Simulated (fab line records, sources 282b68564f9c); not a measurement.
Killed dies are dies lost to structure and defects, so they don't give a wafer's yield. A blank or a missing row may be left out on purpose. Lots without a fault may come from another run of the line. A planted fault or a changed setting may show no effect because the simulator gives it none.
Which tool did it? | flow rit_cmos | 14 lots, 42 wafers sampled, at 2 steps of a route of 202

WHAT THE GAUGES READ, wafer by wafer
The record holds no reading of a measuring or inspecting step that can be judged against a usual standard deviation.

WHICH TOOL RAN EACH LOT (tool, then ch and the chambers of the sampled wafers, then the start)
lot  | RIT_ACTIVE_STRIP_14                 | RIT_M1_PROBE_99
L340 | plasma_asher-01 ch 0,1, day 1 19:50 | -
L341 | plasma_asher-01 ch 0,1, day 2 02:04 | -
L343 | plasma_asher-02 ch 0,1, day 2 10:53 | -
L344 | plasma_asher-04 ch 0,1, day 2 17:34 | -
L345 | plasma_asher-04 ch 0,1, day 2 22:20 | -
L347 | plasma_asher-02 ch 0, day 3 08:59   | -
L348 | plasma_asher-01 ch 0,1, day 3 13:05 | -
L349 | plasma_asher-01 ch 0,1, day 3 17:41 | -
L350 | plasma_asher-01 ch 1, day 3 23:08   | -
L351 | plasma_asher-02 ch 0,1, day 4 03:38 | -
L356 | plasma_asher-02 ch 0,1, day 5 05:38 | prober-01, day 7 15:53
L357 | plasma_asher-04 ch 0, day 5 08:58   | -
L360 | plasma_asher-02 ch 0,1, day 6 02:23 | prober-02, day 8 12:16
L361 | plasma_asher-04 ch 0,1, day 6 08:41 | -
- RIT_ACTIVE_STRIP_14: strips in O2, time 180 s.
- RIT_M1_PROBE_99

WHAT THE TOOLS THEMSELVES READ (means of the sampled wafers that have a number; where no wafer has one, the mark that the record gives instead)
RIT_ACTIVE_STRIP_14. Usual: drypump_motor_current_A 5.6 A, standard deviation 0.46; o2_flow_sccm 4000 sccm, standard deviation 12.
lot  | tool            | drypump_motor_current_A (A) | o2_flow_sccm (sccm) | flag
L340 | plasma_asher-01 | 5.2                         | 4012                |
L341 | plasma_asher-01 | 5.6                         | 4015                |
L343 | plasma_asher-02 | 5.7                         | 4002                |
L344 | plasma_asher-04 | 5.8                         | 3989                |
L345 | plasma_asher-04 | 5.8                         | 3989                |
L347 | plasma_asher-02 | 5.8                         | 4006                |
L348 | plasma_asher-01 | 5.6                         | 4006                |
L349 | plasma_asher-01 | 5.1                         | 3999                |
L350 | plasma_asher-01 | 6.0                         | 3989                |
L351 | plasma_asher-02 | 5.7                         | 3999                |
L356 | plasma_asher-02 | 5.7                         | 4002                |
L357 | plasma_asher-04 | 5.8                         | 4017                |
L360 | plasma_asher-02 | 5.7                         | 4000                |
L361 | plasma_asher-04 | 5.8                         | 4002                |

RIT_M1_PROBE_99. Usual: killed_at_contacts 0.0, standard deviation 0.22; killed_at_front_end 6.6, standard deviation 2.7; killed_dies 6.7, standard deviation 2.7; killed_on_rim 1.7, standard deviation 1.4; killed_open 3.4, standard deviation 2; killed_short 3.2, standard deviation 1.8.
lot  | tool      | killed_at_contacts | killed_at_front_end | killed_dies | killed_on_rim | killed_open | killed_short | flag
L356 | prober-01 | 0.0                | 23.0                | 23.0        | 10.0          | 2.3         | 2.0          | OFF
L360 | prober-02 | 0.0                | 27.0                | 27.0        | 11.3          | 3.0         | 4.7          | OFF

THE ANSWER, worked out from the rows above alone
Rule: a lot is off if the mean of its wafers that have a number lies more than 3 standard deviations from the usual mean. A lot without any number at a reading at which 4 lots or more have one is off too. The other lots that the step has rows for count as sound. The gauges are gone through in route order, then the tools' own readings, and for those a lot's mean is taken as printed above. The first step at which some lot is off is used, and at that step the reading that is off furthest; a lot without a number counts as furthest.
Off: L356, L360, at RIT_M1_PROBE_99 (killed_at_front_end). Neither off nor sound, because the step has no rows for them: L340, L341, L343, L344, L345, L347, L348, L349, L350, L351, L357, L361.
A tool fits if, at that step or a process step before it, it ran every lot that is off, and no sound lot after the first of them. One fits: plasma_asher-02 at RIT_ACTIVE_STRIP_14. It ran no sound lot before its first lot that is off in this sample, so the start can't be narrowed down.

WHAT THE SIMULATOR HAD PUT IN
Chamber particle source: plasma_asher-02, from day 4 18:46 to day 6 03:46, at RIT_ACTIVE_STRIP_14. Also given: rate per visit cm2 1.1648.
Lots struck among those shown: L356, L360. The rule above found the same.
